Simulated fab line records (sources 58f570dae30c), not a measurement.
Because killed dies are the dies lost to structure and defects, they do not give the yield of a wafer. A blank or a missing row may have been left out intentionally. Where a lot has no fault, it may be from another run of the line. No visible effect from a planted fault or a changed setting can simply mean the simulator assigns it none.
Which tool is to blame?	flow berkeley cmos170	at 1 step of a route of 331, 14 lots with 42 wafers sampled

## WHAT THE GAUGES SHOWED, per wafer
No reading from a measuring or inspecting step in the record can be judged against a usual standard deviation.

## WHAT TOOL EACH LOT RAN ON (gives the tool, then ch and the chambers of the sampled wafers, and finally the start)
lot	UCB170_NWELL_STRIP_15
L737	plasma asher-04 ch 0,1, day 2 20:34
L738	plasma asher-02 ch 0, day 2 20:40
L742	plasma asher-04 ch 0,1, day 3 13:18
L743	plasma asher-02 ch 0,1, day 4 01:04
L744	plasma asher-03 ch 0,1, day 4 09:31
L745	plasma asher-02 ch 0,1, day 4 09:36
L750	plasma asher-02 ch 1, day 5 16:40
L752	plasma asher-03 ch 1, day 5 22:55
L754	plasma asher-04 ch 0,1, day 6 04:38
L753	plasma asher-02 ch 0,1, day 6 04:55
L755	plasma asher-04 ch 1, day 6 12:11
L756	plasma asher-03 ch 0,1, day 6 12:26
L758	plasma asher-02 ch 0,1, day 7 01:08
L759	plasma asher-03 ch 0,1, day 7 06:20
- UCB170_NWELL_STRIP_15: strips in O2.

## WHAT THE TOOLS THEMSELVES READ (means of the sampled wafers that have a number; where no wafer has one, the mark that the record gives instead)
UCB170_NWELL_STRIP_15.
lot	tool	chamber pressure mTorr (mTorr)	drypump motor current A (A)	oes product au (a.u.)	strip time to endpoint s (s)
L737	plasma asher-04	3499	6.0	0.725	18.17
L738	plasma asher-02	3499	5.5	0.724	17.97
L742	plasma asher-04	3502	6.1	0.723	17.99
L743	plasma asher-02	3503	5.3	0.719	17.93
L744	plasma asher-03	-	-	-	-
L745	plasma asher-02	-	-	-	-
L750	plasma asher-02	3498	5.2	0.723	18.03
L752	plasma asher-03	3500	6.3	0.724	17.98
L754	plasma asher-04	3499	6.2	0.724	18.04
L753	plasma asher-02	3499	5.3	0.723	18.08
L755	plasma asher-04	3498	6.3	0.722	18.00
L756	plasma asher-03	3500	6.0	0.720	17.93
L758	plasma asher-02	3498	5.4	0.720	18.03
L759	plasma asher-03	3499	6.1	0.723	18.08

## THE ANSWER, worked out from the rows above alone
Rule: the usual values come from the lots themselves. The widest of any qualifying gaps counts: lots, ordered by their means at a reading, are off when they make up no more than a third of the lots, leave a main group of 4 or more, and stand apart from it by 3 or more times the standard deviation of that group's means. Not used: any main group whose means are identical at the precision the tables above print for the reading. Also off: a lot with no number at a reading for which 4 or more lots have one. All remaining lots with rows at the step are treated as sound. Order of review: gauges by route order, followed by the tools' own readings, for which a lot's mean as printed above is used. The first step at which some lot is off is used, and at that step the reading that is off furthest; a lot without a number counts as furthest.
Off, at UCB170_NWELL_STRIP_15 on chamber pressure mTorr: L744, L745. Without a number there: L744, L745. Main group: mean 3500 mTorr, sd 1.5.
A tool fits if, at that step or a process step before it, it ran every lot that is off, and no sound lot after the first of them. None of those tried fits.

## WHAT THE SIMULATOR PUT IN
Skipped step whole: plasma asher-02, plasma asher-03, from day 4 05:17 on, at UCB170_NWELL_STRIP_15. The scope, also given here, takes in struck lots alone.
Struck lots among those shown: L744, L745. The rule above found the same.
